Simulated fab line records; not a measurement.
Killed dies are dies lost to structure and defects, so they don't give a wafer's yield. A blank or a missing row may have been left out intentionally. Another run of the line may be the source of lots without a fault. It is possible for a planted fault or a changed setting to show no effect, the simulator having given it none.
Lot-split experiment + flow rit-cmos + on a route of 202 steps: 5 lots, 23 wafers read

ON THE SPLIT
At RIT_PWELL_SOFTBAKE_02 (time 60 s), the setting temp-c was moved away from the recipe's 90 C on 12 of the 23 wafers read, by -4.0% to +2.3%. All remaining wafers had this setting at the recipe value.

FROM THE SPLIT TO THE READING: what the file shows between them, 2 steps
- RIT_PWELL_EXPOSE_03: exposes mask M3, target cd 43700 nm
- RIT_PWELL_PEB_04

THE READING
NOVOLAK_of_PWELL_COAT_01.thk-nm (the simulator's own value, which no gauge read), in nm, at RIT_PWELL_DEVELOP_05 (develop time 68 s). No usual value for it is given in the file. The 11 wafers here that ran the recipe average 1300 nm, standard deviation 5.4 nm.

| wafer  | tool, chamber at the split | temp-c as run, C | against the recipe | NOVOLAK_of_PWELL_COAT_01.thk-nm, nm | against lot-mates on the recipe |
|--------|----------------------------|------------------|--------------------|-------------------------------------|---------------------------------|
| L075.1 | litho-track-04, 0          | 90               | recipe             | 1296                                | -                               |
| L075.3 | litho-track-04, 0          | 90               | recipe             | 1295                                | -                               |
| L075.6 | litho-track-04, 0          | 90               | recipe             | 1298                                | -                               |
| L078.1 | litho-track-03, 0          | 92.11            | +2.3%              | 1296                                | -6                              |
| L078.2 | litho-track-03, 0          | 92.11            | +2.3%              | 1297                                | -4                              |
| L078.4 | litho-track-03, 0          | 90               | recipe             | 1302                                | -                               |
| L078.5 | litho-track-03, 0          | 92.11            | +2.3%              | 1292                                | -10                             |
| L078.6 | litho-track-03, 0          | 90               | recipe             | 1301                                | -                               |
| L080.1 | litho-track-03, 0          | 90               | recipe             | 1310                                | -                               |
| L080.2 | litho-track-03, 0          | 86.36            | -4.0%              | 1321                                | +12                             |
| L080.4 | litho-track-03, 0          | 86.36            | -4.0%              | 1321                                | +12                             |
| L080.3 | litho-track-03, 0          | 86.36            | -4.0%              | 1319                                | +10                             |
| L080.6 | litho-track-03, 0          | 90               | recipe             | 1308                                | -                               |
| L084.2 | litho-track-04, 0          | 88.14            | -2.1%              | 1301                                | +8                              |
| L084.3 | litho-track-04, 0          | 88.14            | -2.1%              | 1297                                | +4                              |
| L084.4 | litho-track-04, 0          | 90               | recipe             | 1293                                | -                               |
| L084.5 | litho-track-04, 0          | 90               | recipe             | 1293                                | -                               |
| L084.6 | litho-track-04, 0          | 88.14            | -2.1%              | 1298                                | +5                              |
| L085.1 | litho-track-04, 0          | 88.86            | -1.3%              | 1302                                | +0                              |
| L085.3 | litho-track-04, 0          | 88.86            | -1.3%              | 1308                                | +6                              |
| L085.4 | litho-track-04, 0          | 90               | recipe             | 1302                                | -                               |
| L085.5 | litho-track-04, 0          | 90               | recipe             | 1303                                | -                               |
| L085.6 | litho-track-04, 0          | 88.86            | -1.3%              | 1306                                | +4                              |

FIT RESULTS
A straight line over all 23 wafers: NOVOLAK_of_PWELL_COAT_01.thk-nm changes by -3.48 nm for each +1% of temp-c; r = -0.74; the points scatter about the line by 5.9 nm.
The same after taking each lot's own level away (the mean of its wafers on the recipe; 23 wafers): -2.77 nm for each +1%; r = -0.96; scatter 1.6 nm.
That fit puts the effect of the largest move of temp-c on the reading at 11 nm.
The span of the lots' own levels, 1293.0 to 1309.0 nm, comes to 2.9 times the standard deviation stated above.
So the lot-to-lot level blurs the effect unless lot-mates are compared.
Check: +10.9 nm against its lot-mates is what the line predicts for one of the wafers moved furthest among these (-4.0%) when that wafer is left out of the fit. It came out at +12 nm against them.

THESE WAFERS: OTHER SPLITS
Before the reading, these wafers also passed through other splits. Each is held against what the fit with the lots' levels taken away leaves over:
| other split on the same wafers    | wafers away from the commonest value | r with NOVOLAK_of_PWELL_COAT_01.thk-nm (lot level and that fit taken away) |
|-----------------------------------|--------------------------------------|----------------------------------------------------------------------------|
| RIT_ACTIVE_CVD_03 pressure-mtorr  | 15                                   | +0.01                                                                      |
| RIT_ACTIVE_COAT_06 resist-thk-nm  | 8                                    | +0.21                                                                      |
| RIT_ACTIVE_ETCH_13 pressure-mtorr | 15                                   | -0.08                                                                      |
| RIT_FOX2_OXIDATION_00 ox-time-s   | 18                                   | +0.02                                                                      |

FILE'S OWN FIT
NOVOLAK_of_PWELL_COAT_01.thk-nm changes by -2.8 nm for each +1% of temp-c, r = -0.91.
